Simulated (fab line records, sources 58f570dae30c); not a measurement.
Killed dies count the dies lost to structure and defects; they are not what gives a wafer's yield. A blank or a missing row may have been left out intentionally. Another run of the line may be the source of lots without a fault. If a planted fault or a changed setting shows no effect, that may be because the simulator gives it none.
Which tool did it? -- flow berkeley_cmos170 -- route of 331 steps, sampled at 1 step: 7 lots, 21 wafers

== WHAT EACH GAUGE READ, for each wafer ==
UCB170_GATE_THK_MEAS_02.
lot,measured,on,GATE_OXIDE_THK (nm)
L136,day 7 12:32,film_metro-01,6.45 6.56 6.55
L138,day 7 20:03,film_metro-01,6.58 6.64 6.55
L143,day 8 04:03,film_metro-04,6.70 6.55 6.58
L144,day 8 18:45,film_metro-03,6.52 6.54 6.66
L152,day 10 16:37,film_metro-03,6.69 6.52 6.71
L153,day 10 16:41,film_metro-04,6.54 6.42 6.32
L158,day 12 01:47,film_metro-03,6.35 6.48 6.45

== WHICH TOOL RAN EACH LOT (tool, then ch and the chambers of the sampled wafers, then the start) ==
The record holds no process step before these readings.

== THE ANSWER, worked out from the rows above alone ==
Rule: what is usual is taken from the lots themselves. The widest of any qualifying gaps counts: lots, ordered by their means at a reading, are off when they make up no more than a third of the lots, leave a main group of 4 or more, and stand apart from it by 3 or more times the standard deviation of that group's means. A main group is skipped when, at the precision printed for the reading in the tables above, its means are all equal. A lot without any number at a reading at which 4 lots or more have one is off too. Any other lot the step has rows for is counted as sound.
No lot is off on any of the readings shown, so nothing can be concluded from this.

== WHAT THE SIMULATOR HAD INSERTED ==
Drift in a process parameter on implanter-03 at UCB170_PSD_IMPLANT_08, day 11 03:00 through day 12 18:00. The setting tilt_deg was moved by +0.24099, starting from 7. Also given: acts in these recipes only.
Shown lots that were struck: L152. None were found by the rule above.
